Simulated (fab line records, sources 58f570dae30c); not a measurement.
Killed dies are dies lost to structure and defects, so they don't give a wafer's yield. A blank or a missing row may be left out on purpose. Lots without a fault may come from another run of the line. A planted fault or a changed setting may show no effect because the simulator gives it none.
fab line records | flow berkeley_cmos170 | part 1 of 2: steps 1 to 40 of 44
record lots=6 wafers=18 last_day=11
route steps=331 shown CONTACT@226 M1@238 V1@254 M3@331
lots that met no fault: from a run of the same line without faults
start_h: hours from the record's first day to the start of the lot's first wafer shown | wait_h: hours since the lot's step before | " the same as in the row above | L1.1+2: a row that stands for several wafers | - no value, or no start given | * or withheld: withheld | < > ~ a bound
route shown NAME@n: a module of which the file shows steps, and the number in the route of the first | usual: mean/standard deviation of fault-free wafers | same: alike in all rows | chamber/n: place in a boat | sites: the reading at each site | _std_site: their standard deviation | _edge_site: outer sites' mean less inner sites' | radius_mm: how far each site lies from the wafer's centre | mask NAME#n: copy n | behind: the tool/chamber that last shaped the wafer | hold: why the lot was held/for how many hours/how that ended | device: the transistor (n, p or np) that didn't switch | end of line: the same wafers' tests at the end of the route | a step without rows: its recipe alone | killed: dies lost to structure and defects at the first sort, not the wafer's yield | map: a wafer's dies, x killed, . not, _ none there
set.NAME: the setting as run; set.NAME@STEP: as run at that earlier step | model.NAME: the simulator's own value behind a step, which no gauge read
lots at some steps of the route; a table a step, a row a wafer
services: from which hour (start_h, from the record's first day; less than 0 if before it) a tool's chamber was out of use, for how many hours, and why
## steps
# step UCB170_CONTACT_COAT_10
# recipe resist=KrF spin_rpm=1500 resist_thk_nm=900
# step UCB170_CONTACT_SOFTBAKE_11
# recipe resist=KrF temp_c=130 time_s=60
# step UCB170_CONTACT_EXPOSE_12
# recipe mask_id=CONT target_cd_nm=700 na=0.5 sigma_outer=0.6 source_shape=conventional dose_mj=35
# step UCB170_CONTACT_PEB_13
# recipe peb_temp_c=130 peb_time_s=withheld resist=KrF
# step UCB170_CONTACT_DEVELOP_14
# recipe developer=TMAH develop_time_s=45 resist=KrF dev_temp_c=21
# step UCB170_CONTACT_CD_MEAS_15
# recipe target_cd_nm=700
# usual cd_nm=700.2/1.2
# columns lot.wafer tool chamber start_h wait_h cd_nm
L603.1 cd_sem-01 - 183.59 - 699.0
L603.4 " - " " 699.4
L603.5 " - " " 700.4
L606.2 cd_sem-02 - 193.09 - 700.5
L606.3 " - " " 699.3
L606.4 " - " " 700.3
L616.1 cd_sem-02 - 234.12 - 698.8
L616.3 " - " " 698.4
L616.5 " - " " 700.2
L611.1 cd_sem-02 - 234.39 - 699.2
L611.3 " - " " 698.8
L611.5 " - " " 699.5
L615.1 cd_sem-02 - 235.12 - 700.0
L615.4 " - " " 700.2
L615.6 " - " " 699.5
L618.1 cd_sem-01 - 247.08 - 700.8
L618.2 " - " " 701.8
L618.5 " - " " 701.2
# step UCB170_CONTACT_OVL_MEAS_16
# usual CONTACT_OVL=0/6.4
# columns lot.wafer tool chamber start_h wait_h CONTACT_OVL[nm]
L603.1 overlay-01 - 183.71 0.1 7
L603.4 " - " " 3
L603.5 " - " " 4
L606.2 overlay-02 - 193.19 0.1 11
L606.3 " - " " -3
L606.4 " - " " 3
L616.1 overlay-02 - 234.24 0.1 8
L616.3 " - " " 6
L616.5 " - " " 0
L611.1 overlay-02 - 234.51 0.1 -11
L611.3 " - " " -12
L611.5 " - " " -7
L615.1 overlay-01 - 235.24 0.1 5
L615.4 " - " " 6
L615.6 " - " " 0
L618.1 overlay-02 - 247.20 0.1 8
L618.2 " - " " 8
L618.5 " - " " 9
# step UCB170_CONTACT_ETCH_17
# recipe chemistry=N2/H2 target_depth_a=withheld overetch_a=withheld target=BARC time_s=withheld source_w=500 bias_w=100 pressure_mtorr=30 n2_flow_sccm=100 h2_flow_sccm=200
# step UCB170_CONTACT_ETCH_18
# recipe chemistry=CHF3/CF4/Ar target=PSG stop_on=TiSi2 CHF3_flow_sccm=45 cf4_flow_sccm=15 Ar_flow_sccm=150 pressure_mtorr=200 rf_w=700 target_depth_a=8400 over_etch_frac=0.2 time_s=195
# usual CHF3_flow_sccm=45.01/0.13 drypump_motor_current_A=5.8/0.41 oes_product_au=0.895/0.011 rf_fwd_power_W=697.1/2.2 throttle_valve_pct=6.94/0.1
# columns lot.wafer tool chamber start_h wait_h CHF3_flow_sccm drypump_motor_current_A oes_product_au rf_fwd_power_W rf_hours_counter_h throttle_valve_pct
L603.1 rie_diel-04 1 - - 45.19 5.7 0.915 698.8 2 6.90
L603.4 " 3 " " 45.02 6.4 0.894 696.8 112 6.87
L603.5 " 0 " " 45.13 5.5 0.886 696.0 - 6.90
L606.2 rie_diel-02 3 - - 45.15 5.7 0.898 695.4 68 6.97
L606.3 " 1 " " 44.87 5.0 0.891 696.8 151 7.02
L606.4 " 3 " " 45.11 5.7 0.913 695.0 - 6.97
L616.1 rie_diel-04 2 - - 44.95 6.1 0.898 695.4 0 6.72
L616.3 " 3 " " 45.26 6.4 0.898 697.3 115 6.87
L616.5 " 1 " " 45.04 5.7 0.908 697.9 - 6.91
L611.1 rie_diel-02 2 - - 44.82 6.3 0.891 699.3 2 6.91
L611.3 " 0 " " 45.25 5.6 0.897 699.5 23 7.06
L611.5 " 0 " " 45.10 5.6 0.890 698.0 - 7.04
L615.1 rie_diel-02 0 - - 45.00 5.6 0.898 697.0 23 7.05
L615.4 " 0 " " 44.87 5.6 0.897 697.3 - 7.05
L615.6 " 3 " " 44.91 5.8 0.906 693.6 - 6.98
L618.1 rie_diel-04 3 - - 45.01 6.5 0.894 696.8 116 6.87
L618.2 " 0 " " 44.98 5.5 0.879 699.2 34 6.89
L618.5 " 1 " " 45.01 5.7 0.913 695.3 - 6.90
# step UCB170_CONTACT_STRIP_19
# recipe chemistry=O2 power_w=400 pressure_mtorr=3500 platen_temp_c=withheld o2_flow_sccm=400 overash_fraction=0.5
# usual drypump_motor_current_A=5.7/0.32 oes_product_au=0.725/0.005
# columns lot.wafer tool chamber start_h wait_h drypump_motor_current_A oes_product_au rf_hours_counter_h
L603.1 plasma_asher-03 1 183.91 - 5.2 0.726 42
L603.4 " 0 " " 5.9 0.726 -
L603.5 " 0 " " 5.9 0.729 -
L606.2 plasma_asher-02 1 193.39 - 6.0 0.718 49
L606.3 " 0 " " 5.8 0.731 -
L606.4 " 1 " " 6.0 0.718 -
L616.1 plasma_asher-04 0 234.44 - 5.4 0.723 12
L616.3 " 0 " " 5.4 0.725 -
L616.5 " 1 " " 5.4 0.726 -
L611.1 plasma_asher-02 1 234.72 - 6.1 0.730 54
L611.3 " 0 " " 5.9 0.724 -
L611.5 " 0 " " 5.8 0.722 -
L615.1 plasma_asher-03 0 235.44 - 5.9 0.728 48
L615.4 " 0 " " 5.9 0.720 -
L615.6 " 0 " " 5.8 0.718 -
L618.1 plasma_asher-04 1 247.40 - 5.4 0.732 14
L618.2 " 0 " " 5.5 0.726 14
L618.5 " 0 " " 5.5 0.721 -
# step UCB170_CONTACT_CD_MEAS_90
# recipe target_cd_nm=700
# usual cd_nm=700.1/1.6
# columns lot.wafer tool chamber start_h wait_h cd_nm
L603.1 cd_sem-02 - 184.24 0.3 698.1
L603.4 " - " " 698.5
L603.5 " - " " 699.9
L606.2 cd_sem-01 - 193.51 0.1 700.7
L606.3 " - " " 700.7
L606.4 " - " " 700.7
L616.1 cd_sem-02 - 234.54 0.1 698.8
L616.3 " - " " 697.9
L616.5 " - " " 699.9
L611.1 cd_sem-02 - 234.82 0.1 699.0
L611.3 " - " " 699.4
L611.5 " - " " 699.6
L615.1 cd_sem-01 - 235.56 0.1 701.1
L615.4 " - " " 700.2
L615.6 " - " " 698.9
L618.1 cd_sem-01 - 247.50 0.1 699.7
L618.2 " - " " 702.2
L618.5 " - " " 700.4
# step UCB170_CONTACT_CLEAN_20
# recipe chemistry=SPM temp_c=120 time_s=600
# step UCB170_M1_SPUTTER_00
# recipe material=Al target_thk_nm=600 time_s=80 power_w=6000 chamber_pressure_pa=0.5
# usual throttle_valve_pct=29.5/1.1
# columns lot.wafer tool chamber start_h wait_h throttle_valve_pct model.Al_of_M1_SPUTTER_00.thk_nm
L603.1 pvd_sputter-04 - 184.53 0.0 30.7 602.1
L603.4 " - " " 29.8 598.7
L603.5 " - " " 29.8 605.7
L606.2 pvd_sputter-02 - 193.91 0.0 28.6 603.3
L606.3 " - " " 29.4 603.4
L606.4 " - " " 31.8 604.3
L616.1 pvd_sputter-03 - 234.85 0.0 28.2 607.6
L616.3 " - " " 28.4 610
L616.5 " - " " 28.3 611.2
L611.1 pvd_sputter-02 - 235.24 0.0 31.7 611.8
L611.3 " - " " 28.3 690.3
L611.5 " - " " 28.5 609.7
L615.1 pvd_sputter-02 - 235.94 0.0 28.4 687.1
L615.4 " - " " 29.5 606.9
L615.6 " - " " 28.3 685.2
L618.1 pvd_sputter-03 - 247.82 0.0 30.0 593.5
L618.2 " - " " 28.2 600.4
L618.5 " - " " 30.1 596.1
# step UCB170_M1_RS_MEAS_01
# recipe thk_meas_gauge=four-point-probe reads=Al_of_M1_SPUTTER_00
# usual M1_AL_RS=0.0485/0.00062
# columns lot.wafer tool chamber start_h wait_h M1_AL_RS[ohm/sq]
L603.1 film_metro-03 - 184.59 0.0 0.0483
L603.4 " - " " 0.0487
L603.5 " - " " 0.0481
L606.2 film_metro-01 - 194.00 0.1 0.0482
L606.3 " - " " 0.0481
L606.4 " - " " 0.0481
L616.1 film_metro-02 - 234.91 0.0 0.0479
L616.3 " - " " 0.0476
L616.5 " - " " 0.0476
L611.1 film_metro-03 - 235.30 0.0 0.0477
L611.3 " - " " 0.0421
L611.5 " - " " 0.0478
L615.1 film_metro-01 - 236.00 0.0 0.0422
L615.4 " - " " 0.0478
L615.6 " - " " 0.0423
L618.1 film_metro-01 - 247.88 0.0 0.0489
L618.2 " - " " 0.0484
L618.5 " - " " 0.0488
# step UCB170_M1_THK_MEAS_02
# recipe thk_meas_gauge=xrf reads=Al_of_M1_SPUTTER_00
# usual M1_AL_THK=596/8.1
# columns lot.wafer tool chamber start_h wait_h M1_AL_THK[nm]
L603.1 film_metro-03 - 184.71 0.1 596
L603.4 " - " " 593
L603.5 " - " " 596
L606.2 film_metro-01 - 194.11 0.1 599
L606.3 " - " " 599
L606.4 " - " " 598
L616.1 film_metro-02 - 235.03 0.1 611
L616.3 " - " " 613
L616.5 " - " " 609
L611.1 film_metro-03 - 235.42 0.1 606
L611.3 " - " " 687
L611.5 " - " " 603
L615.1 film_metro-01 - 236.12 0.1 685
L615.4 " - " " 607
L615.6 " - " " 683
L618.1 film_metro-01 - 248.00 0.1 588
L618.2 " - " " 595
L618.5 " - " " 591
# step UCB170_M1_COAT_03
# recipe resist=BARC temp_c=withheld time_s=withheld spin_rpm=3000 resist_thk_nm=withheld
# step UCB170_M1_COAT_04
# recipe resist=KrF spin_rpm=1500 resist_thk_nm=900
# step UCB170_M1_SOFTBAKE_05
# recipe resist=KrF temp_c=130 time_s=60
# step UCB170_M1_EXPOSE_06
# recipe mask_id=METAL1 target_cd_nm=700 na=0.5 sigma_outer=0.6 source_shape=conventional dose_mj=21.52
# step UCB170_M1_PEB_07
# recipe peb_temp_c=130 peb_time_s=withheld resist=KrF
# step UCB170_M1_DEVELOP_08
# recipe developer=TMAH develop_time_s=45 resist=KrF dev_temp_c=21
# step UCB170_M1_CD_MEAS_09
# recipe target_cd_nm=700
# usual cd_nm=700.2/1.3
# columns lot.wafer tool chamber start_h wait_h cd_nm
L603.1 cd_sem-02 - 185.88 - 699.8
L603.4 " - " " 699.2
L603.5 " - " " 698.7
L606.2 cd_sem-02 - 196.45 - 700.9
L606.3 " - " " 700.9
L606.4 " - " " 701.4
L616.1 cd_sem-01 - 237.10 - 700.3
L616.3 " - " " 700.5
L616.5 " - " " 699.5
L611.1 cd_sem-02 - 237.71 - 698.0
L611.3 " - " " 699.9
L611.5 " - " " 699.1
L615.1 cd_sem-01 - 238.44 - 699.3
L615.4 " - " " 699.6
L615.6 " - " " 699.2
L618.1 cd_sem-01 - 249.88 - 700.5
L618.2 " - " " 700.1
L618.5 " - " " 701.9
# step UCB170_M1_OVL_MEAS_10
# usual M1_OVL=-1/6.2
# columns lot.wafer tool chamber start_h wait_h M1_OVL[nm]
L603.1 overlay-01 - 186.00 0.1 -6
L603.4 " - " " -4
L603.5 " - " " -5
L606.2 overlay-02 - 196.56 0.1 -1
L606.3 " - " " 5
L606.4 " - " " 0
L616.1 overlay-01 - 237.22 0.1 -3
L616.3 " - " " -14
L616.5 " - " " -6
L611.1 overlay-02 - 237.83 0.1 -1
L611.3 " - " " 2
L611.5 " - " " 4
L615.1 overlay-01 - 238.56 0.1 -3
L615.4 " - " " -8
L615.6 " - " " -8
L618.1 overlay-02 - 250.00 0.1 -11
L618.2 " - " " -4
L618.5 " - " " -3
# step UCB170_M1_ETCH_11
# recipe chemistry=N2/H2 target_depth_a=withheld overetch_a=withheld target=BARC time_s=withheld source_w=500 bias_w=100 pressure_mtorr=30 n2_flow_sccm=100 h2_flow_sccm=200
# step UCB170_M1_METAL_ETCH_12
# recipe chemistry=Cl2/BCl3 target=Al stop_on=PSG pressure_mtorr=12 target_depth_a=7800 over_etch_frac=0.3 time_s=130 icp_w=600 bias_w=120 Cl2_flow_sccm=90 bcl3_flow_sccm=45
# usual drypump_motor_current_A=5.8/0.46 oes_product_au=0.854/0.0099 rf_fwd_power_W=597.2/2.1 throttle_valve_pct=24.44/0.15
# columns lot.wafer tool chamber start_h wait_h drypump_motor_current_A oes_product_au rf_fwd_power_W rf_hours_counter_h throttle_valve_pct
L603.1 rie_metal-01 1 186.08 - 5.3 0.851 595.2 3 24.21
L603.4 " 1 " " 5.3 0.845 596.4 - 24.22
L603.5 " 1 " " 5.3 0.846 597.7 - 24.21
L606.2 rie_metal-04 1 196.63 - 6.1 0.850 598.8 8 24.47
L606.3 " 0 " " 5.2 0.845 598.1 - 24.35
L606.4 " 1 " " 6.1 0.854 596.9 - 24.45
L616.1 rie_metal-02 0 237.30 - 6.1 0.872 598.0 15 24.30
L616.3 " 1 " " 6.4 0.874 594.5 - 24.72
L616.5 " 1 " " 6.4 0.872 595.0 - 24.74
L611.1 rie_metal-02 1 237.91 - 6.4 0.864 595.0 13 24.74
L611.3 " 0 " " 6.1 0.940 597.5 - 24.25
L611.5 " 0 " " 6.1 0.870 599.8 - 24.29
L615.1 rie_metal-04 1 238.63 - 6.1 0.913 592.4 9 24.44
L615.4 " 0 " " 5.2 0.860 596.5 - 24.36
L615.6 " 1 " " 6.1 0.923 594.5 - 24.42
L618.1 rie_metal-04 1 250.08 - 6.1 0.838 596.8 9 24.47
L618.2 " 0 " " 5.2 0.853 598.9 11 24.37
L618.5 " 0 " " 5.2 0.851 597.6 - 24.36
# step UCB170_M1_STRIP_13
# recipe chemistry=O2 power_w=400 pressure_mtorr=3500 platen_temp_c=withheld o2_flow_sccm=400 overash_fraction=0.5
# usual drypump_motor_current_A=5.7/0.39 oes_product_au=0.720/0.0045
# columns lot.wafer tool chamber start_h wait_h drypump_motor_current_A oes_product_au rf_hours_counter_h
L603.1 plasma_asher-01 0 186.35 0.2 5.0 0.720 47
L603.4 " 0 " " 5.0 0.722 -
L603.5 " 1 " " 5.8 0.712 -
L606.2 plasma_asher-01 0 196.76 0.1 5.0 0.721 48
L606.3 " 0 " " 5.0 0.717 -
L606.4 " 1 " " 5.8 0.719 -
L616.1 plasma_asher-02 1 237.43 0.1 6.0 0.716 54
L616.3 " 1 " " 6.1 0.720 -
L616.5 " 0 " " 5.9 0.726 -
L611.1 plasma_asher-01 0 238.04 0.1 5.1 0.714 53
L611.3 " 1 " " 5.9 0.720 -
L611.5 " 1 " " 5.8 0.722 -
L615.1 plasma_asher-02 1 238.77 0.1 6.0 0.715 55
L615.4 " 0 " " 5.9 0.718 -
L615.6 " 0 " " 5.9 0.720 -
L618.1 plasma_asher-02 1 250.21 0.1 6.0 0.720 56
L618.2 " 0 " " 5.9 0.717 56
L618.5 " 0 " " 5.9 0.728 -
# step UCB170_M1_CD_MEAS_90
# recipe target_cd_nm=700
# usual cd_nm=700.3/2.4
# columns lot.wafer tool chamber start_h wait_h cd_nm
L603.1 cd_sem-02 - 186.45 0.1 700.9
L603.4 " - " " 702.4
L603.5 " - " " 699.1
L606.2 cd_sem-01 - 196.88 0.1 702.5
L606.3 " - " " 699.6
L606.4 " - " " 704.3
L616.1 cd_sem-01 - 237.53 0.1 698.5
L616.3 " - " " 700.4
L616.5 " - " " 700.6
L611.1 cd_sem-02 - 238.14 0.1 696.7
L611.3 " - " " 699.8
L611.5 " - " " 697.7
L615.1 cd_sem-02 - 238.87 0.1 698.7
L615.4 " - " " 698.5
L615.6 " - " " 700.1
L618.1 cd_sem-02 - 250.31 0.1 701.4
L618.2 " - " " 700.4
L618.5 " - " " 701.8
# step UCB170_M1_ANNEAL_14
# recipe temp_c=400 time_s=1200 ambient=forming_gas
# step UCB170_V1_CVD_00
# recipe material=SiO2 target_thk_nm=2000 temp_c=390 precursor=TEOS/O2 time_s=260.8 rf_w=550 pressure_mtorr=9000
# usual heater_power_w=252/50
# columns lot.wafer tool chamber start_h wait_h heater_power_w
L603.1 pecvd-01 0 188.21 0.0 225
L603.4 " 2 " " 185
L603.5 " 0 " " 273
L606.2 pecvd-03 1 200.19 0.0 175
L606.3 " 2 " " 299
L606.4 " 2 " " 211
L611.1 pecvd-02 2 242.72 0.0 342
L611.3 " 1 " " 245
L611.5 " 2 " " 267
L616.1 pecvd-03 2 242.72 0.0 237
L616.3 " 0 " " 327
L616.5 " 2 " " 297
L615.1 pecvd-02 0 242.87 0.2 263
L615.4 " 2 " " 263
L615.6 " 1 " " 221
L618.1 pecvd-01 1 254.03 0.0 264
L618.2 " 2 " " 225
L618.5 " 2 " " 273
# step UCB170_V1_THK_MEAS_01
# recipe reads=SiO2_of_V1_CVD_00
# usual V1_TEOS_THK=2087/26
# columns lot.wafer tool chamber start_h wait_h V1_TEOS_THK[nm]
L603.1 film_metro-04 - 188.37 0.1 2086
L603.4 " - " " 2124
L603.5 " - " " 2107
L606.2 film_metro-04 - 200.38 0.1 2064
L606.3 " - " " 2066
L606.4 " - " " 2125
L611.1 film_metro-01 - 242.87 0.1 2089
L611.3 " - " " 2076
L611.5 " - " " 2098
L616.1 film_metro-04 - 242.87 0.1 2060
L616.3 " - " " 2090
L616.5 " - " " 2095
L615.1 film_metro-04 - 243.03 0.1 2040
L615.4 " - " " 2118
L615.6 " - " " 2098
L618.1 film_metro-01 - 254.19 0.1 2049
L618.2 " - " " 2054
L618.5 " - " " 2093
# step UCB170_V1_CMP_02
# recipe material=SiO2 down_force_psi=6 platen_rpm=60 pad_velocity_m_s=0.75398
# usual head_pressure_psi=5.999/0.013 motor_current_A=15.9/1.8 slurry_flow_ml_min=150.0/0.45
# columns lot.wafer tool chamber start_h wait_h head_pressure_psi motor_current_A slurry_flow_ml_min
L603.1 cmp-02 3 188.43 0.1 5.992 14.7 150.0
L603.4 " 1 " " 5.991 15.0 149.6
L603.5 " 3 " " 5.998 15.3 150.1
L606.4 cmp-01 0 200.43 0.0 6.011 14.1 150.1
L606.3 " 2 " " 6.022 13.9 150.4
L606.2 " 3 " " 5.993 17.1 149.8
L611.1 cmp-02 1 242.93 0.1 6.008 14.1 150.0
L611.3 " 3 " " 6.021 14.5 149.7
L611.5 " 1 " " 5.998 14.1 150.1
L616.3 cmp-01 0 242.93 0.0 5.986 14.5 150.3
L616.1 " 3 " " 5.999 18.0 150.6
L616.5 " 0 " " 5.992 14.7 150.7
L615.4 cmp-01 2 243.63 0.6 5.992 14.2 150.2
L615.1 " 3 " " 6.021 17.7 150.5
L615.6 " 0 " " 5.994 14.0 149.8
L618.2 cmp-02 0 254.25 0.0 5.969 16.3 150.2
L618.1 " 1 " " 5.994 14.1 150.0
L618.5 " 1 " " 6.006 13.9 149.7
# step UCB170_V1_BOW_MEAS_03
# recipe mode=bow
# usual V1_BOW=19/6.3
# columns lot.wafer tool chamber start_h wait_h V1_BOW[um]
L603.1 film_metro-04 - 188.73 0.2 17
L603.4 " - " " 12
L603.5 " - " " 7
L606.2 film_metro-02 - 200.75 0.1 30
L606.3 " - " " 13
L606.4 " - " " 27
L611.1 film_metro-01 - 243.23 0.2 16
L611.3 " - " " 19
L611.5 " - " " 9
L616.1 film_metro-04 - 243.23 0.1 18
L616.3 " - " " 13
L616.5 " - " " 14
L615.1 film_metro-02 - 243.83 0.1 25
L615.4 " - " " 13
L615.6 " - " " 13
L618.1 film_metro-04 - 254.55 0.2 16
L618.2 " - " " 19
L618.5 " - " " 31
# step UCB170_V1_THK_MEAS_04
# recipe reads=SiO2_of_V1_CVD_00
# usual V1_POLISHED_THK=999.6/1.2
# columns lot.wafer tool chamber start_h wait_h V1_POLISHED_THK[nm]
L603.1 film_metro-04 - 188.85 0.1 999.6
L603.4 " - " " 1000.5
L603.5 " - " " 1000.0
L606.2 film_metro-02 - 200.86 0.1 1000.7
L606.3 " - " " 997.8
L606.4 " - " " 999.9
L611.1 film_metro-01 - 243.35 0.1 1000.4
L611.3 " - " " 999.0
L611.5 " - " " 1000.6
L616.1 film_metro-04 - 243.35 0.1 1000.1
L616.3 " - " " 998.8
L616.5 " - " " 999.8
L615.1 film_metro-02 - 243.95 0.1 999.9
L615.4 " - " " 999.2
L615.6 " - " " 1001.6
L618.1 film_metro-04 - 254.67 0.1 999.0
L618.2 " - " " 998.7
L618.5 " - " " 1000.8
# step UCB170_V1_CLEAN_05
# recipe chemistry=DIW
# step UCB170_V1_HMDS_06
# recipe prime_time_s=60 prime_temp_c=100
# step UCB170_V1_COAT_07
# recipe resist=KrF spin_rpm=1500 resist_thk_nm=900
# step UCB170_V1_SOFTBAKE_08
# recipe resist=KrF temp_c=130 time_s=60
# step UCB170_V1_EXPOSE_09
# recipe mask_id=VIA1 target_cd_nm=700 na=0.5 sigma_outer=0.6 source_shape=conventional dose_mj=37
# step UCB170_V1_PEB_10
# recipe peb_temp_c=130 peb_time_s=withheld resist=KrF
# step UCB170_V1_DEVELOP_11
# recipe developer=TMAH develop_time_s=45 resist=KrF dev_temp_c=21
## key
first_sign step=UCB170_M1_RS_MEAS_01 reading=M1_AL_RS direction=down sigmas=10 usual=0.0485 struck=0.0422
effect step=UCB170_M1_THK_MEAS_02 reading=M1_AL_THK direction=up sigmas=11 usual=596 struck=685
effect step=UCB170_M1_METAL_ETCH_12 reading=oes_product_au direction=up sigmas=7.2 usual=0.854 struck=0.925
model_effect step=UCB170_M1_SPUTTER_00 value=Al_of_M1_SPUTTER_00.thk_nm without=609.5 struck=687.5
model_effect step=UCB170_V1_ETCH_14 value=Al_of_M1_SPUTTER_00.thk_nm without=609.3 struck=687.3
model_effect step=UCB170_M3_PROBE_99 value=etest.tester.sort_n_pass without=259.7 struck=1.333
met_at UCB170_M1_SPUTTER_00
struck_wafers L611.3,L615.1,L615.6
fault kind=process_parameter_drift tool=pvd_sputter-02 chamber=- onset_h=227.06 steps=UCB170_M1_SPUTTER_00 channel=target_thk_nm offset=78 shape=step end_h=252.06 acts_in=these_recipes_only stated=600 scope=struck_wafers_only
